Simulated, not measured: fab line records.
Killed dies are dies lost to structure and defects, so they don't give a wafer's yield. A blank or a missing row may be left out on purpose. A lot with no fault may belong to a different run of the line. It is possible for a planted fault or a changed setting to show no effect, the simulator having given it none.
Split-lot experiment | flow berkeleyCmos170 | 23 wafers read from 5 lots, route of 331 steps

## THE SPLIT ITSELF
At UCB170_START_OXIDATION_02 (target thk 20 nm, ox time 1800 s), the setting oxTimeS was moved away from the recipe's 1800 s on 10 of the 23 wafers read, by -13.9% to +14.1%. All remaining wafers had this setting at the recipe value.

The file shows no step between the split and the reading.

## THE READING
At UCB170_START_THK_MEAS_03: START_OXIDE_THK, given in nm. Fault-free wafers of this fab line usually give 20.05 nm, standard deviation 0.23 nm.

wafer  | tool, chamber at the split | oxTimeS as run, s | against the recipe | START_OXIDE_THK, nm | against lot-mates on the recipe
L074.1 | -, -                       | 1800              | recipe             | 19.74               | -
L074.2 | -, -                       | 1800              | recipe             | 19.96               | -
L074.3 | -, -                       | 1800              | recipe             | 19.96               | -
L074.5 | -, -                       | 1800              | recipe             | 19.58               | -
L074.6 | -, -                       | 1800              | recipe             | 20.10               | -
L075.2 | furnace-04, 0              | 1800              | recipe             | 20.36               | -
L075.3 | furnace-04, 0              | 1800              | recipe             | 20.23               | -
L075.5 | furnace-04, 0              | 1800              | recipe             | 19.85               | -
L077.2 | -, -                       | 1549              | -13.9%             | 17.91               | no lot-mate on the recipe
L077.3 | -, -                       | 1549              | -13.9%             | 18.08               | no lot-mate on the recipe
L077.4 | -, -                       | 1549              | -13.9%             | 18.33               | no lot-mate on the recipe
L077.5 | -, -                       | 1549              | -13.9%             | 18.48               | no lot-mate on the recipe
L077.6 | -, -                       | 1549              | -13.9%             | 18.29               | no lot-mate on the recipe
L084.1 | -, -                       | 1800              | recipe             | 20.03               | -
L084.2 | -, -                       | 1800              | recipe             | 20.64               | -
L084.3 | -, -                       | 1800              | recipe             | 20.05               | -
L084.4 | -, -                       | 1800              | recipe             | 20.31               | -
L084.6 | -, -                       | 1800              | recipe             | 19.98               | -
L085.1 | -, -                       | 2054              | +14.1%             | 21.56               | no lot-mate on the recipe
L085.2 | -, -                       | 2054              | +14.1%             | 21.87               | no lot-mate on the recipe
L085.3 | -, -                       | 2054              | +14.1%             | 21.63               | no lot-mate on the recipe
L085.5 | -, -                       | 2054              | +14.1%             | 21.78               | no lot-mate on the recipe
L085.6 | -, -                       | 2054              | +14.1%             | 21.49               | no lot-mate on the recipe

FIT RESULTS
A straight line over all 23 wafers: START_OXIDE_THK changes by +0.123 nm for each +1% of oxTimeS; r = +0.98; the points scatter about the line by 0.25 nm.
Too few moved wafers with a lot-mate on the recipe to fit a line net of each lot's own level.

## THE WHOLE CHAIN: every reading that the file lists as answering this split, in the file's order
step                      | what it does                     | reading                                                                           | change (the file's fit)               | r (the file's)
UCB170_START_OXIDATION_02 | target thk 20 nm, ox time 1800 s | SiO2_of_START_OXIDATION_02.thkNm (the simulator's own value, which no gauge read) | +0.123 nm for each +1% of the setting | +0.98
UCB170_START_THK_MEAS_03  |                                  | START_OXIDE_THK                                                                   | +0.123 for each +1% of the setting    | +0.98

## THE FILE'S OWN FIT
START_OXIDE_THK changes by +0.123 nm for each +1% of oxTimeS, r = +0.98.
